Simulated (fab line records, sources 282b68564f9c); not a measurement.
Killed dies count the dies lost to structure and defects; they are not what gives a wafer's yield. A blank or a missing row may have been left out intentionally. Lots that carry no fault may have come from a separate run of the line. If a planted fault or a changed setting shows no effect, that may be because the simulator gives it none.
Split-lot experiment :: flow rit_cmos :: route with 202 steps; 5 lots, 23 wafers read

== THE SPLIT ITSELF ==
At RIT_NRETRO_IMPLANT_08, the setting dose_cm2 was moved away from the recipe's 1e+13 on 10 of the 23 wafers read, by +2.6% to +6.7%. This setting was run at the recipe's value on the other wafers.

== SPLIT TO READING: what lies between them in the file, 1 step ==
- RIT_NRETRO_STRIP_09: strips in O2, time 180 s

== THE READING ==
NRETRO_TW, at RIT_NRETRO_TW_MEAS_10. Fault-free wafers of this fab line usually give 1059, standard deviation 11.

wafer: L077.1
tool, chamber at the split: implanter-01, 0
dose_cm2 as run: 1e+13
against the recipe: recipe
NRETRO_TW: 1055
against lot-mates on the recipe: -

wafer: L077.3
tool, chamber at the split: implanter-01, 0
dose_cm2 as run: 1e+13
against the recipe: recipe
NRETRO_TW: 1049
against lot-mates on the recipe: -

wafer: L077.4
tool, chamber at the split: implanter-01, 0
dose_cm2 as run: 1.026e+13
against the recipe: +2.6%
NRETRO_TW: 1065
against lot-mates on the recipe: +13

wafer: L077.5
tool, chamber at the split: implanter-01, 0
dose_cm2 as run: 1.026e+13
against the recipe: +2.6%
NRETRO_TW: 1068
against lot-mates on the recipe: +16

wafer: L077.6
tool, chamber at the split: implanter-01, 0
dose_cm2 as run: 1.026e+13
against the recipe: +2.6%
NRETRO_TW: 1061
against lot-mates on the recipe: +9

wafer: L080.1
tool, chamber at the split: implanter-03, 0
dose_cm2 as run: 1e+13
against the recipe: recipe
NRETRO_TW: 1072
against lot-mates on the recipe: -

wafer: L080.2
tool, chamber at the split: implanter-03, 0
dose_cm2 as run: 1.067e+13
against the recipe: +6.7%
NRETRO_TW: 1097
against lot-mates on the recipe: +22

wafer: L080.3
tool, chamber at the split: implanter-03, 0
dose_cm2 as run: 1e+13
against the recipe: recipe
NRETRO_TW: 1073
against lot-mates on the recipe: -

wafer: L080.4
tool, chamber at the split: implanter-03, 0
dose_cm2 as run: 1e+13
against the recipe: recipe
NRETRO_TW: 1079
against lot-mates on the recipe: -

wafer: L080.5
tool, chamber at the split: implanter-03, 0
dose_cm2 as run: 1.067e+13
against the recipe: +6.7%
NRETRO_TW: 1098
against lot-mates on the recipe: +23

wafer: L081.1
tool, chamber at the split: implanter-01, 0
dose_cm2 as run: 1e+13
against the recipe: recipe
NRETRO_TW: 1048
against lot-mates on the recipe: -

wafer: L081.2
tool, chamber at the split: implanter-01, 0
dose_cm2 as run: 1.054e+13
against the recipe: +5.4%
NRETRO_TW: 1063
against lot-mates on the recipe: +20

wafer: L081.4
tool, chamber at the split: implanter-01, 0
dose_cm2 as run: 1.054e+13
against the recipe: +5.4%
NRETRO_TW: 1065
against lot-mates on the recipe: +22

wafer: L081.5
tool, chamber at the split: implanter-01, 0
dose_cm2 as run: 1.054e+13
against the recipe: +5.4%
NRETRO_TW: 1061
against lot-mates on the recipe: +18

wafer: L081.6
tool, chamber at the split: implanter-01, 0
dose_cm2 as run: 1e+13
against the recipe: recipe
NRETRO_TW: 1039
against lot-mates on the recipe: -

wafer: L083.2
tool, chamber at the split: implanter-02, 0
dose_cm2 as run: 1.047e+13
against the recipe: +4.7%
NRETRO_TW: 1061
against lot-mates on the recipe: +18

wafer: L083.3
tool, chamber at the split: implanter-02, 0
dose_cm2 as run: 1e+13
against the recipe: recipe
NRETRO_TW: 1041
against lot-mates on the recipe: -

wafer: L083.4
tool, chamber at the split: implanter-02, 0
dose_cm2 as run: 1.047e+13
against the recipe: +4.7%
NRETRO_TW: 1050
against lot-mates on the recipe: +7

wafer: L083.5
tool, chamber at the split: implanter-02, 0
dose_cm2 as run: 1e+13
against the recipe: recipe
NRETRO_TW: 1040
against lot-mates on the recipe: -

wafer: L083.6
tool, chamber at the split: implanter-02, 0
dose_cm2 as run: 1e+13
against the recipe: recipe
NRETRO_TW: 1048
against lot-mates on the recipe: -

wafer: L084.2
tool, chamber at the split: implanter-03, 0
dose_cm2 as run: 1e+13
against the recipe: recipe
NRETRO_TW: 1061
against lot-mates on the recipe: -

wafer: L084.5
tool, chamber at the split: implanter-03, 0
dose_cm2 as run: 1e+13
against the recipe: recipe
NRETRO_TW: 1063
against lot-mates on the recipe: -

wafer: L084.6
tool, chamber at the split: implanter-03, 0
dose_cm2 as run: 1e+13
against the recipe: recipe
NRETRO_TW: 1055
against lot-mates on the recipe: -

FIT RESULTS
A straight line over all 23 wafers: NRETRO_TW changes by +3.28 for each +1% of dose_cm2; r = +0.54; the points scatter about the line by 13.
The same after taking each lot's own level away (the mean of its wafers on the recipe; 23 wafers): +3.4 for each +1%; r = +0.92; scatter 3.9.
That fit puts the effect of the largest move of dose_cm2 on the reading at 23.
The lots' own levels span 1043.0 to 1074.7, that is 2.9 times the standard deviation above.
So the lot-to-lot level blurs the effect unless lot-mates are compared.
Check: for one of the wafers moved furthest among these (+6.7%), held out of the fit, the line's prediction against its lot-mates is +23.3. It came out at +22.3 against them.

== THESE WAFERS: OTHER SPLITS ==
Other splits were also applied to these wafers ahead of the reading. Each is held against what the fit with the lots' levels taken away leaves over:
other split on the same wafers: RIT_ACTIVE_COAT_06 spin_rpm
wafers away from the commonest value: 8
r with NRETRO_TW (lot level and that fit taken away): +0.35

other split on the same wafers: RIT_ACTIVE_ETCH_13 rf_w
wafers away from the commonest value: 6
r with NRETRO_TW (lot level and that fit taken away): -0.28

other split on the same wafers: RIT_FOX2_WET_ETCH_03 time_s
wafers away from the commonest value: 18
r with NRETRO_TW (lot level and that fit taken away): -0.22

other split on the same wafers: RIT_NWELL_COAT_01 resist_thk_nm
wafers away from the commonest value: 11
r with NRETRO_TW (lot level and that fit taken away): -0.06

== FILE'S OWN FIT ==
NRETRO_TW changes by +3.39 for each +1% of dose_cm2, r = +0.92.
